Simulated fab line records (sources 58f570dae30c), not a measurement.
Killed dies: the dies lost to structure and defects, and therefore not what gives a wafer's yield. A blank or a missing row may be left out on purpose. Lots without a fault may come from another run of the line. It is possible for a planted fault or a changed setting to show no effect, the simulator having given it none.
Commonality check across tools    flow berkeleyCmos170    14 lots and 42 wafers in the sample

## THE REASON FOR OPENING IT
UCB170_PWELL_THK_MEAS_03, reading PWELL_OXIDE_THK: flagged on 2 of 14 lots. Wafers without a fault read 25.6 nm, standard deviation 0.63.
Rule: a lot gets a flag if all its wafers with a number sit over 4 standard deviations from that mean, or if no wafer of it has a number. The other lots count as sound.

lot   measured     on            PWELL_OXIDE_THK (nm), wafer by wafer  flag
L143  day 3 02:50  filmMetro-03  25.4 25.3 25.6                        
L144  day 3 10:58  filmMetro-02  26.3 26.0 26.3                        
L145  day 3 16:12  filmMetro-04  24.8 24.8 25.1                        
L146  day 3 16:12  filmMetro-02  26.0 25.7 26.3                        
L148  day 4 07:37  filmMetro-02  25.7 25.6 25.6                        
L149  day 4 07:37  filmMetro-03  25.5 25.6 25.8                        
L151  day 4 16:04  filmMetro-04  26.2 26.5 26.4                        
L150  day 4 16:05  filmMetro-03  26.0 25.8 26.1                        
L158  day 5 22:51  filmMetro-02  28.7 28.4 29.2                        FLAGGED
L157  day 5 22:52  filmMetro-03  28.9 28.7 28.4                        FLAGGED
L162  day 6 22:54  filmMetro-03  25.3 24.8 25.1                        
L164  day 7 14:31  filmMetro-03  24.9 25.1 24.7                        
L166  day 7 14:31  filmMetro-02  24.0 24.5 24.2                        
L165  day 7 14:31  filmMetro-04  24.3 24.6 24.9                        
On average the flagged lots' numbers are 28.7 nm, which is +3.1 nm against the usual, or +5 standard deviations.

## LOT BY LOT: THE TOOL USED
The record holds 2 process steps before the reading, out of a route of 331 steps. In each cell: the tool, then ch and the chambers that the sampled wafers went through, then the start.
lot   flag     UCB170_NWELL_ETCH_13              UCB170_PWELL_OXIDATION_02
L143           rieDiel-02 ch 0,1,2, day 2 11:22  furnace-04 ch 0, day 3 01:27
L144           rieDiel-02 ch 0,1,3, day 2 22:12  furnace-02 ch 0, day 3 09:37
L145           rieDiel-03 ch 0,2, day 3 05:28    furnace-04 ch 0, day 3 14:50
L146           rieDiel-01 ch 0,3, day 3 05:43    furnace-04 ch 0, day 3 14:50
L148           rieDiel-03 ch 1,2,3, day 3 21:26  furnace-02 ch 0, day 4 06:16
L149           rieDiel-01 ch 0,2, day 3 21:43    furnace-02 ch 0, day 4 06:16
L151           rieDiel-03 ch 0,1,2, day 4 03:52  furnace-02 ch 0, day 4 14:43
L150           rieDiel-01 ch 0,3, day 4 03:55    furnace-02 ch 0, day 4 14:43
L158  FLAGGED  rieDiel-02 ch 1,2,3, day 5 11:35  furnace-02 ch 0, day 5 21:30
L157  FLAGGED  rieDiel-01 ch 0,1,2, day 5 11:52  furnace-02 ch 0, day 5 21:30
L162           rieDiel-03 ch 0,1,3, day 6 11:57  furnace-01 ch 0, day 6 21:32
L164           rieDiel-02 ch 2,3, day 7 02:25    furnace-01 ch 0, day 7 13:09
L166           rieDiel-02 ch 1,2,3, day 7 04:57  furnace-01 ch 0, day 7 13:09
L165           rieDiel-01 ch 2,3, day 7 04:41    furnace-01 ch 0, day 7 13:09
These steps, and what they do:
- UCB170_NWELL_ETCH_13: etches Si3N4 in CH3F/Ar/O2, stops on SiO2, target depth 246.4 nm, time 154 s.
- UCB170_PWELL_OXIDATION_02: target thk 26.4 nm, ox time 1260 s.
- UCB170_PWELL_THK_MEAS_03

## FLAGGED OVER TOTAL, TOOL BY TOOL (the gauges that took the reading come last)
step                       tool          lots run  flagged  share of the flagged lots  sound lots run after its first flagged lot
UCB170_NWELL_ETCH_13       rieDiel-01    5         1        some                       1 (L165)
UCB170_NWELL_ETCH_13       rieDiel-02    5         1        some                       2 (L164,L166)
UCB170_NWELL_ETCH_13       rieDiel-03    4         0        none                       -
UCB170_PWELL_OXIDATION_02  furnace-01    4         0        none                       -
UCB170_PWELL_OXIDATION_02  furnace-02    7         2        all                        0
UCB170_PWELL_OXIDATION_02  furnace-04    3         0        none                       -
UCB170_PWELL_THK_MEAS_03   filmMetro-02  5         1        some                       1 (L166)
UCB170_PWELL_THK_MEAS_03   filmMetro-03  6         1        some                       2 (L162,L164)
UCB170_PWELL_THK_MEAS_03   filmMetro-04  3         0        none                       -

## WHAT THE TABLE ALLOWS
1 row of the table ran every flagged lot: furnace-02 at UCB170_PWELL_OXIDATION_02.
- furnace-02 at UCB170_PWELL_OXIDATION_02 ran 7 lots, 2 of them flagged. Its last sound lot is L150 (day 4 14:43), its first flagged lot L157 (day 5 21:30): a fault that began between those two fits.
furnace-02 at UCB170_PWELL_OXIDATION_02 is the single tool remaining.

## WHAT HAD BEEN PUT IN BY THE SIMULATOR
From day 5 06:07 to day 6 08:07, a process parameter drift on furnace-02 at UCB170_PWELL_OXIDATION_02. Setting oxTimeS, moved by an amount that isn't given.
Struck lots among those shown: L158, L157. The rule above reached the same finding.
